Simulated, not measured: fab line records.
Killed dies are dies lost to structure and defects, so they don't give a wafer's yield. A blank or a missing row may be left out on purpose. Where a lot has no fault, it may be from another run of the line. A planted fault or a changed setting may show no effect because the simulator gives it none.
What tool caused it? ; flow ritCmos ; 7 lots, 21 wafers sampled, at 2 steps of a route of 202

## WHAT THE GAUGES SHOWED, per wafer
RIT_ACTIVE_THK_MEAS_02.
lot;measured;on;ACTIVE_OXIDE_THK (nm)
L634;day 2 03:04;filmMetro-04;48.6 46.9 47.0
L636;day 2 13:04;filmMetro-03;46.5 46.2 46.6
L638;day 2 23:03;filmMetro-04;45.8 46.0 46.6
L640;day 3 09:03;filmMetro-01;46.3 46.9 46.9
L643;day 4 02:05;filmMetro-01;47.1 47.1 47.2
L651;day 5 16:18;filmMetro-03;51.4 51.5 51.1
L654;day 6 07:03;filmMetro-01;47.5 48.0 47.9

## TOOL THAT RAN EACH LOT (tool first, then ch and the chambers of the sampled wafers, then the start)
lot;RIT_ACTIVE_OXIDATION_01
L634;furnace-01 ch 0, day 2 01:07
L636;furnace-03 ch 0, day 2 11:07
L638;furnace-03 ch 0, day 2 21:07
L640;furnace-02 ch 0, day 3 07:07
L643;furnace-01 ch 0, day 4 00:08
L651;furnace-03 ch 0, day 5 14:22
L654;furnace-02 ch 0, day 6 05:07
- RIT_ACTIVE_OXIDATION_01: target thk 46.8 nm, ox time 3360 s.

## THE ANSWER, worked out from the rows above alone
Rule: the usual values come from the lots themselves. Put in order of their means at a reading, lots are off if they are a third of the lots or fewer, leave a main group of 4 or more, and stand apart from it by a gap of 3 or more times the standard deviation of the main group's means; of several such gaps the widest counts. The tables above print the reading to a certain number of digits; a main group whose means all agree to those digits is not used. A lot without any number at a reading at which 4 lots or more have one is off too. Any other lot the step has rows for is counted as sound.
Off: at RIT_ACTIVE_THK_MEAS_02 (ACTIVE_OXIDE_THK), L651. Main group: mean 47.0 nm, sd 0.59.
If a tool, at a process step before that reading, ran all the lots that are off and no sound lot after the first of them, it fits. Those tools and the gauges at RIT_ACTIVE_THK_MEAS_02 are tried in the same way. This does not decide it: 2 tools fit, namely furnace-03 at RIT_ACTIVE_OXIDATION_01 and filmMetro-03 at RIT_ACTIVE_THK_MEAS_02.

## WHAT THE SIMULATOR PUT IN
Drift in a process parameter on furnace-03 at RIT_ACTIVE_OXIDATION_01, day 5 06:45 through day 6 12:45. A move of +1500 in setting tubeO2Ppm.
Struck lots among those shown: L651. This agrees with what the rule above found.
